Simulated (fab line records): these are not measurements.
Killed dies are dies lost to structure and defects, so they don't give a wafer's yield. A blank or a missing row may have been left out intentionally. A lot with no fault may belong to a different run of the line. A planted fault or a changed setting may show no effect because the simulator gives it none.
Lot-split experiment || flow berkeley_cmos170 || on a route of 331 steps: 5 lots, 23 wafers read

THE SPLIT ITSELF
At UCB170_GATE_CVD_04 (deposits poly-Si from SiH4, time 1440 s, target thk 214 nm), the setting temp_c was moved away from the recipe's 610 C on 15 of the 23 wafers read, by -2.7% to +1.8%. For the rest of the wafers, this setting stayed at what the recipe calls for.

FROM THE SPLIT TO THE READING: what the file shows between them, 5 steps
- UCB170_GATE_THK_MEAS_05
- UCB170_GATE_SOFTBAKE_08: time 60 s (also split here: time_s)
- UCB170_GATE_EXPOSE_09: exposes mask POLY, target cd 350 nm
- UCB170_GATE_PEB_10
- UCB170_GATE_ETCH_14: etches BARC in N2/H2

THE READING
oes_product_au, in a.u., at UCB170_GATE_ETCH_15 (etches poly-Si in HBr/Cl2, stops on SiO2, time 56.3 s, target depth 278.2 nm). Typical for fault-free wafers on this fab line: 0.833 a.u., with standard deviation 0.016 a.u.

{"wafer": "L075.1", "tool, chamber at the split": "lpcvd-01, 1", "temp_c as run, C": 610, "against the recipe": "recipe", "oes_product_au, a.u.": 0.821, "against lot-mates on the recipe": "-"}
{"wafer": "L075.2", "tool, chamber at the split": "lpcvd-01, 1", "temp_c as run, C": 610, "against the recipe": "recipe", "oes_product_au, a.u.": 0.825, "against lot-mates on the recipe": "-"}
{"wafer": "L075.3", "tool, chamber at the split": "lpcvd-01, 1", "temp_c as run, C": 610, "against the recipe": "recipe", "oes_product_au, a.u.": 0.824, "against lot-mates on the recipe": "-"}
{"wafer": "L074.1", "tool, chamber at the split": "-, -", "temp_c as run, C": 610, "against the recipe": "recipe", "oes_product_au, a.u.": 0.858, "against lot-mates on the recipe": "-"}
{"wafer": "L074.2", "tool, chamber at the split": "-, -", "temp_c as run, C": 610, "against the recipe": "recipe", "oes_product_au, a.u.": 0.847, "against lot-mates on the recipe": "-"}
{"wafer": "L074.4", "tool, chamber at the split": "-, -", "temp_c as run, C": 610, "against the recipe": "recipe", "oes_product_au, a.u.": 0.816, "against lot-mates on the recipe": "-"}
{"wafer": "L074.5", "tool, chamber at the split": "-, -", "temp_c as run, C": 610, "against the recipe": "recipe", "oes_product_au, a.u.": 0.854, "against lot-mates on the recipe": "-"}
{"wafer": "L074.6", "tool, chamber at the split": "-, -", "temp_c as run, C": 610, "against the recipe": "recipe", "oes_product_au, a.u.": 0.850, "against lot-mates on the recipe": "-"}
{"wafer": "L080.1", "tool, chamber at the split": "-, -", "temp_c as run, C": 593.5, "against the recipe": "-2.7%", "oes_product_au, a.u.": 0.628, "against lot-mates on the recipe": "no lot-mate on the recipe"}
{"wafer": "L080.2", "tool, chamber at the split": "-, -", "temp_c as run, C": 593.5, "against the recipe": "-2.7%", "oes_product_au, a.u.": 0.665, "against lot-mates on the recipe": "no lot-mate on the recipe"}
{"wafer": "L080.3", "tool, chamber at the split": "-, -", "temp_c as run, C": 593.5, "against the recipe": "-2.7%", "oes_product_au, a.u.": 0.657, "against lot-mates on the recipe": "no lot-mate on the recipe"}
{"wafer": "L080.4", "tool, chamber at the split": "-, -", "temp_c as run, C": 593.5, "against the recipe": "-2.7%", "oes_product_au, a.u.": 0.662, "against lot-mates on the recipe": "no lot-mate on the recipe"}
{"wafer": "L080.5", "tool, chamber at the split": "-, -", "temp_c as run, C": 593.5, "against the recipe": "-2.7%", "oes_product_au, a.u.": 0.669, "against lot-mates on the recipe": "no lot-mate on the recipe"}
{"wafer": "L081.1", "tool, chamber at the split": "-, -", "temp_c as run, C": 621, "against the recipe": "+1.8%", "oes_product_au, a.u.": 0.985, "against lot-mates on the recipe": "no lot-mate on the recipe"}
{"wafer": "L081.2", "tool, chamber at the split": "-, -", "temp_c as run, C": 621, "against the recipe": "+1.8%", "oes_product_au, a.u.": 0.972, "against lot-mates on the recipe": "no lot-mate on the recipe"}
{"wafer": "L081.4", "tool, chamber at the split": "-, -", "temp_c as run, C": 621, "against the recipe": "+1.8%", "oes_product_au, a.u.": 1.007, "against lot-mates on the recipe": "no lot-mate on the recipe"}
{"wafer": "L081.5", "tool, chamber at the split": "-, -", "temp_c as run, C": 621, "against the recipe": "+1.8%", "oes_product_au, a.u.": 0.999, "against lot-mates on the recipe": "no lot-mate on the recipe"}
{"wafer": "L081.6", "tool, chamber at the split": "-, -", "temp_c as run, C": 621, "against the recipe": "+1.8%", "oes_product_au, a.u.": 0.990, "against lot-mates on the recipe": "no lot-mate on the recipe"}
{"wafer": "L082.1", "tool, chamber at the split": "-, -", "temp_c as run, C": 602.5, "against the recipe": "-1.2%", "oes_product_au, a.u.": 0.760, "against lot-mates on the recipe": "no lot-mate on the recipe"}
{"wafer": "L082.2", "tool, chamber at the split": "-, -", "temp_c as run, C": 602.5, "against the recipe": "-1.2%", "oes_product_au, a.u.": 0.743, "against lot-mates on the recipe": "no lot-mate on the recipe"}
{"wafer": "L082.3", "tool, chamber at the split": "-, -", "temp_c as run, C": 602.5, "against the recipe": "-1.2%", "oes_product_au, a.u.": 0.737, "against lot-mates on the recipe": "no lot-mate on the recipe"}
{"wafer": "L082.4", "tool, chamber at the split": "-, -", "temp_c as run, C": 602.5, "against the recipe": "-1.2%", "oes_product_au, a.u.": 0.742, "against lot-mates on the recipe": "no lot-mate on the recipe"}
{"wafer": "L082.6", "tool, chamber at the split": "-, -", "temp_c as run, C": 602.5, "against the recipe": "-1.2%", "oes_product_au, a.u.": 0.739, "against lot-mates on the recipe": "no lot-mate on the recipe"}

FIT RESULTS
A straight line over all 23 wafers: oes_product_au changes by +0.0743 a.u. for each +1% of temp_c; r = +0.99; the points scatter about the line by 0.018 a.u.
Too few moved wafers have a lot-mate on the recipe to fit a line with each lot's own level taken away.

THE WHOLE CHAIN: every reading that the file lists as answering this split, in the file's order
{"step": "UCB170_GATE_CVD_04", "what it does": "deposits poly-Si from SiH4, time 1440 s, target thk 214 nm", "reading": "poly-Si_of_GATE_CVD_04.thk_nm (the simulator's own value, which no gauge read)", "change (the file's fit)": "+29.4 nm for each +1% of the setting", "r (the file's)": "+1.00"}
{"step": "UCB170_GATE_THK_MEAS_05", "what it does": "", "reading": "GATE_POLY_THK", "change (the file's fit)": "+29.4 for each +1% of the setting", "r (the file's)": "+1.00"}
{"step": "UCB170_GATE_ETCH_15", "what it does": "etches poly-Si in HBr/Cl2, stops on SiO2, time 56.3 s, target depth 278.2 nm", "reading": "oes_product_au", "change (the file's fit)": "+0.0743 a.u. for each +1% of the setting", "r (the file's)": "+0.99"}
{"step": "UCB170_GATE_ETCH_15", "what it does": "etches poly-Si in HBr/Cl2, stops on SiO2, time 56.3 s, target depth 278.2 nm", "reading": "GATE.feature_depth_nm (the simulator's own value, which no gauge read)", "change (the file's fit)": "+29.4 nm for each +1% of the setting", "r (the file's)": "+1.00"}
{"step": "UCB170_GATE_ETCH_15", "what it does": "etches poly-Si in HBr/Cl2, stops on SiO2, time 56.3 s, target depth 278.2 nm", "reading": "etch.depth_nm (the simulator's own value, which no gauge read)", "change (the file's fit)": "+29.5 nm for each +1% of the setting", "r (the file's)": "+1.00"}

THE FILE'S OWN FIT
oes_product_au changes by +0.0743 a.u. for each +1% of temp_c, r = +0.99.
